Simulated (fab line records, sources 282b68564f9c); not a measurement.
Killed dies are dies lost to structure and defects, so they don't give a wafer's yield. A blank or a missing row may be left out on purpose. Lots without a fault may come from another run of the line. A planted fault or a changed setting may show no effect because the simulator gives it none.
fab line records | flow rit_cmos | part 2 of 2: steps 34 to 48 of 48
record lots=5 wafers=15 last_day=7
route steps=202 shown PWELL@40 WELLDRIVE@50 NWELL@51 NRETRO@53 PRETRO@64 GATE@75 FOX2@80
lots that met no fault: from a run of the same line without faults
start_h: hours from the record's first day to the start of the lot's first wafer shown | wait_h: hours since the lot's step before | " the same as in the row above | L1.1+2: a row that stands for several wafers | - no value, or no start given | * or withheld: withheld | < > ~ a bound
route shown NAME@n: a module of which the file shows steps, and the number in the route of the first | usual: mean/standard deviation of fault-free wafers | same: alike in all rows | chamber/n: place in a boat | sites: the reading at each site | _std_site: their standard deviation | _edge_site: outer sites' mean less inner sites' | radius_mm: how far each site lies from the wafer's centre | mask NAME#n: copy n | behind: the tool/chamber that last shaped the wafer | hold: why the lot was held/for how many hours/how that ended | device: the transistor (n, p or np) that didn't switch | end of line: the same wafers' tests at the end of the route | a step without rows: its recipe alone | killed: dies lost to structure and defects at the first sort, not the wafer's yield | map: a wafer's dies, x killed, . not, _ none there
set.NAME: the setting as run; set.NAME@STEP: as run at that earlier step | model.NAME: the simulator's own value behind a step, which no gauge read
lots at some steps of the route; a table a step, a row a wafer
services: from which hour (start_h, from the record's first day; less than 0 if before it) a tool's chamber was out of use, for how many hours, and why
## steps
# step RIT_PRETRO_STRIP_09
# recipe chemistry=O2 time_s=180 resist=NOVOLAK platen_temp_c=withheld power_w=500 pressure_mtorr=4000 o2_flow_sccm=4000
# usual drypump_motor_current_A=5.9/0.48
# columns lot.wafer tool chamber start_h wait_h drypump_motor_current_A rf_hours_counter_h
L075.3 plasma_asher-03 1 37.96 0.1 6.7 -
L075.4 " 0 " " 6.4 -
L075.6 " 1 " " 6.7 -
L082.2 plasma_asher-03 1 73.19 0.1 6.7 43
L082.3 " 1 " " 6.7 -
L082.6 " 0 " " 6.4 -
L089.3 plasma_asher-01 0 109.38 0.3 5.2 -
L089.4 " 1 " " 5.7 -
L089.6 " 0 " " 5.2 -
L093.1 plasma_asher-02 0 126.19 0.1 5.8 1
L093.3 " 1 " " 5.7 -
L093.4 " 0 " " 5.8 -
L096.2 plasma_asher-03 1 143.77 0.1 6.7 48
L096.3 " 1 " " 6.7 -
L096.6 " 1 " " 6.7 -
# step RIT_PRETRO_TW_MEAS_10
# usual PRETRO_TW=471/3.3
# columns lot.wafer tool chamber start_h wait_h PRETRO_TW
L075.3 film_metro-02 - 38.09 0.1 473
L075.4 " - " " 473
L075.6 " - " " 473
L082.2 film_metro-03 - 73.38 0.1 469
L082.3 " - " " 465
L082.6 " - " " 466
L089.3 film_metro-02 - 109.52 0.1 471
L089.4 " - " " 472
L089.6 " - " " 472
L093.1 film_metro-03 - 126.36 0.1 464
L093.3 " - " " 464
L093.4 " - " " 467
L096.2 film_metro-03 - 143.96 0.1 464
L096.3 " - " " 465
L096.6 " - " " 464
# step RIT_GATE_WET_ETCH_00
# recipe chemistry=BOE target=SiO2 target_depth_nm=56 time_s=60 dry=n2_spin dilution=10:1 temp_c=21.5
# columns lot.wafer tool chamber start_h wait_h
L075.3+4+6 wet_bench-01 3 38.13 0.0
L082.2+3+6 wet_bench-03 3 73.43 0.0
L089.3+4+6 wet_bench-01 2 109.56 0.0
L093.1+3+4 wet_bench-01 2 126.42 0.1
L096.2+3+6 wet_bench-01 0 144.01 0.0
# step RIT_GATE_CLEAN_01
# recipe chemistry=SC1 mix=3:3:50 time_s=600 temp_c=75
# columns lot.wafer tool chamber start_h wait_h
L075.3+4+6 wet_bench-03 0 38.16 0.0
L082.2+3+6 wet_bench-04 0 73.46 0.0
L089.3+4+6 wet_bench-03 0 109.58 0.0
L093.1+3+4 wet_bench-03 3 126.45 0.0
L096.2+3+6 wet_bench-04 0 144.03 0.0
# step RIT_GATE_CLEAN_02
# recipe chemistry=dHF dilution=50:1 time_s=30
# columns lot.wafer tool chamber start_h wait_h
L075.3+4+6 wet_bench-01 0 38.33 0.0
L082.2+3+6 wet_bench-01 3 73.65 0.0
L089.3+4+6 wet_bench-04 3 109.77 0.0
L093.1+3+4 wet_bench-04 2 126.62 0.0
L096.2+3+6 wet_bench-01 3 144.22 0.0
# step RIT_GATE_CLEAN_03
# recipe chemistry=SC2 mix=3:3:50 time_s=600 temp_c=75 dry=n2_spin
# columns lot.wafer tool chamber start_h wait_h
L075.3+4+6 wet_bench-04 2 38.35 0.0
L082.2+3+6 wet_bench-03 0 73.67 0.0
L089.3+4+6 wet_bench-01 0 109.79 0.0
L093.1+3+4 wet_bench-01 1 126.64 0.0
L096.2+3+6 wet_bench-04 1 144.24 0.0
# step RIT_GATE_CLEAN_04
# recipe chemistry=dHF dilution=50:1 time_s=60 dry=n2_spin
# columns lot.wafer tool chamber start_h wait_h
L075.3+4+6 wet_bench-03 3 38.56 0.0
L082.2+3+6 wet_bench-04 3 73.88 0.0
L089.3+4+6 wet_bench-03 1 109.97 0.0
L093.1+3+4 wet_bench-03 1 126.81 0.0
L096.2+3+6 wet_bench-01 1 144.43 0.0
# step RIT_FOX2_THK_MEAS_91
# recipe reads=SiO2_of_FOX2_OXIDATION_00
# usual FIELD_OXIDE_LEFT_2_THK=256/7.5
# columns lot.wafer tool chamber start_h wait_h FIELD_OXIDE_LEFT_2_THK[nm]
L075.3 film_metro-01 - 38.60 0.0 256
L075.4 " - " " 252
L075.6 " - " " 251
L082.2 film_metro-01 - 73.91 0.0 249
L082.3 " - " " 254
L082.6 " - " " 252
L089.3 film_metro-02 - 110.01 0.0 257
L089.4 " - " " 259
L089.6 " - " " 260
L093.1 film_metro-02 - 126.84 0.0 257
L093.3 " - " " 261
L093.4 " - " " 259
L096.2 film_metro-01 - 144.46 0.0 257
L096.3 " - " " 252
L096.6 " - " " 259
# step RIT_GATE_OXIDATION_05
# recipe temp_c=906.2 ambient=O2 target_thk_a=30 ox_time_s=270
# columns lot.wafer tool chamber start_h wait_h
L075.3+4+6 furnace-03 0 38.64 0.0
L082.2+3+6 furnace-01 0 73.96 0.0
L089.3+4+6 furnace-03 0 110.05 0.0
L093.1+3+4 furnace-04 0 126.90 0.1
L096.2+3+6 furnace-04 0 144.51 0.0
# step RIT_GATE_ANNEAL_06
# recipe temp_c=900 time_s=600 ambient=N2O
# columns lot.wafer tool chamber start_h wait_h
L075.3+4+6 furnace-04 0 39.72 0.0
L082.2+3+6 furnace-01 0 75.04 0.0
L089.3+4+6 furnace-03 0 111.13 0.0
L093.1+3+4 furnace-03 0 127.97 0.0
L096.2+3+6 furnace-01 0 146.56 1.0
# step RIT_GATE_THK_MEAS_07
# recipe reads=SiO2_of_GATE_OXIDATION_05
# usual GATE_OXIDE_THK=3.23/0.057
# columns lot.wafer tool chamber start_h wait_h GATE_OXIDE_THK[nm]
L075.3 film_metro-04 - 39.99 0.0 3.20
L075.4 " - " " 3.35
L075.6 " - " " 3.25
L082.2 film_metro-01 - 75.30 0.0 3.25
L082.3 " - " " 3.28
L082.6 " - " " 3.26
L089.3 film_metro-01 - 111.40 0.0 3.25
L089.4 " - " " 3.19
L089.6 " - " " 3.29
L093.1 film_metro-04 - 128.22 0.0 3.18
L093.3 " - " " 3.18
L093.4 " - " " 3.24
L096.2 film_metro-02 - 146.82 0.0 3.06
L096.3 " - " " 3.09
L096.6 " - " " 3.10
# step RIT_GATE_CVD_08
# recipe material=poly-Si target_thk_nm=250 temp_c=610 precursor=SiH4 time_s=2220 pressure_mtorr=300 sih4_flow_sccm=100
# columns lot.wafer tool chamber start_h wait_h
L075.3+4+6 lpcvd-02 1 40.03 0.0
L082.2+3+6 lpcvd-02 1 75.35 0.0
L089.3+4+6 lpcvd-02 0 111.44 0.0
L093.1+3+4 lpcvd-02 0 128.28 0.1
L096.2+3+6 lpcvd-02 0 146.87 0.0
# step RIT_GATE_THK_MEAS_09
# recipe reads=poly-Si_of_GATE_CVD_08
# usual GATE_POLY_THK=250.2/2.5
# columns lot.wafer tool chamber start_h wait_h GATE_POLY_THK[nm]
L075.3 film_metro-04 - 42.47 0.0 251.7
L075.4 " - " " 250.1
L075.6 " - " " 250.1
L082.2 film_metro-02 - 77.78 0.0 255.5
L082.3 " - " " 254.8
L082.6 " - " " 255.5
L089.3 film_metro-01 - 113.88 0.0 254.8
L089.4 " - " " 253.5
L089.6 " - " " 254.3
L093.1 film_metro-02 - 130.71 0.0 250.5
L093.3 " - " " 250.7
L093.4 " - " " 249.8
L096.2 film_metro-01 - 149.31 0.0 250.3
L096.3 " - " " 251.6
L096.6 " - " " 251.8
# step RIT_GATE_HMDS_10
# recipe prime_time_s=60 prime_temp_c=140
# usual prime_temp_c=139.99/0.13
# columns lot.wafer tool chamber start_h wait_h prime_temp_c
L075.3 litho_track-02 0 42.56 0.1 140.00
L075.4 " 0 " " 139.94
L075.6 " 0 " " 139.97
L082.2 litho_track-02 0 77.86 0.1 139.99
L082.3 " 0 " " 140.00
L082.6 " 0 " " 139.93
L089.3 litho_track-01 0 113.97 0.1 140.08
L089.4 " 0 " " 139.96
L089.6 " 0 " " 139.95
L093.1 litho_track-01 0 130.77 0.1 139.94
L093.3 " 0 " " 139.78
L093.4 " 0 " " 140.09
L096.2 litho_track-04 0 149.38 0.1 139.86
L096.3 " 0 " " 139.79
L096.6 " 0 " " 139.61
# step RIT_GATE_COAT_11
# recipe resist=NOVOLAK spin_rpm=4250 resist_thk_nm=850
# columns lot.wafer tool chamber start_h wait_h
L075.3+4+6 litho_track-02 0 42.71 0.1
L082.2+3+6 litho_track-02 0 78.01 0.1
L089.3+4+6 litho_track-01 0 114.12 0.1
L093.1+3+4 litho_track-01 0 130.92 0.1
L096.2+3+6 litho_track-04 0 149.53 0.1
## services
# columns tool chamber start_h hours kind
furnace-04 - 12.05 4.2 pm
implanter-03 - 15.39 3.6 pm
iline_stepper-02 - 20.55 17.0 repair
implanter-02 - 20.91 3.0 repair
implanter-03 - 23.39 1.4 repair
furnace-03 - 24.37 3.8 pm
plasma_asher-02 - 27.74 2.8 pm
plasma_asher-04 - 31.89 3.0 repair
iline_stepper-02 - 56.60 4.4 pm
implanter-02 - 57.12 3.5 repair
plasma_asher-04 - 68.29 2.8 pm
iline_stepper-01 - 77.74 21.2 repair
wet_bench-04 - 78.48 3.8 repair
implanter-02 - 80.04 1.5 repair
plasma_asher-02 - 91.14 0.5 repair
plasma_asher-03 - 93.48 28.1 pm
plasma_asher-02 - 104.86 3.3 repair
plasma_asher-02 - 105.39 0.4 repair
plasma_asher-02 - 108.81 9.0 pm
iline_stepper-01 - 113.09 2.1 pm
implanter-03 - 134.20 4.9 pm
iline_stepper-02 - 136.02 1.7 pm
wet_bench-03 - 138.21 3.3 repair
plasma_asher-03 - 144.28 5.9 repair
